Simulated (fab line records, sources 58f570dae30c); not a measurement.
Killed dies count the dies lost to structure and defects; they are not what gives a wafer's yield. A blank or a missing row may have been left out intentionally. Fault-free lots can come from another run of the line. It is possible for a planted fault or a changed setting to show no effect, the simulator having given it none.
Problem report, 8D (eight disciplines) form, completed by code | flow berkeley-cmos170 | the parts of the form that need people (team, actions taken, sign-off) are left out

## 1. PROBLEM STATEMENT
beam-energy-keV at UCB170_NLDD_IMPLANT_08 reads a mean of 28.988 on 9 wafers of 3 lots; wafers without a fault read 30.000 with a standard deviation of 0.01. So: -99 or more standard deviations from the usual mean.
First observed at day 9 02:41: wafer L899.3, on implanter-03. Wafers with a number at this step in the record: 21, from 7 lots. Rule for "out", or "out of limits": more than 4 standard deviations from the usual mean. Any other wafer with a number is counted as sound.

## 2. WHAT IT IS, WHAT IT ISN'T
question                    | is                     | is not
which readings at this step | beam-energy-keV        | -
which lots                  | L899, L902, L904       | L898, L900, L911, L914
which wafers of those lots  | all that have a number | -
read on which tools         | implanter-03           | implanter-01
when                        | from day 9 02:41       | up to then (6 sound wafers); but 6 sound wafers of L911, L914 came after

## 3. WHAT RULES OUT EACH SUSPECT
Counting: any tool at a process step up to the reading is kept as a suspect provided that every lot that is out went through it and no sound lot did after the first of them.
- implanter-03 at UCB170_NLDD_IMPLANT_08: kept. It processed each lot that is out, first L899 at day 9 02:41, and no sound lot thereafter; up to then, the last sound lot it processed was L900 at day 9 01:50. On those wafers its own readings are out: beam-energy-keV.
Remaining after the count: implanter-03 at UCB170_NLDD_IMPLANT_08.

## 4. THE CAUSE (what the simulator had put in)
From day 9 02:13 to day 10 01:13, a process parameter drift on implanter-03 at UCB170_NLDD_IMPLANT_08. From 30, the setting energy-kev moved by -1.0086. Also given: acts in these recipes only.
Only this tool survived the counting.

## 5. SEQUENCE OF EFFECTS, ordered by route
Rows list readings where the struck wafers' mean (over those with a number) sits beyond 3 standard deviations from the usual. Only readings for which the record gives a usual standard deviation are gone through. hours: the time from each lot's start at the first step in this table that gives one to its start at this step, as a median over the lots. sigmas: the change in usual standard deviations.
hours | step                   | reading         | usual  | on struck wafers | change | sigmas
0     | UCB170_NLDD_IMPLANT_08 | beam-energy-keV | 30.000 | 28.988           | -1.012 | -99 or more
Its process steps:
- UCB170_NLDD_IMPLANT_08

## 6. WHAT WOULD HAVE CAUGHT IT SOONER
0 hours passed between the start of the fault at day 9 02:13 and the first reading out of limits in this record, taken at day 9 02:41.
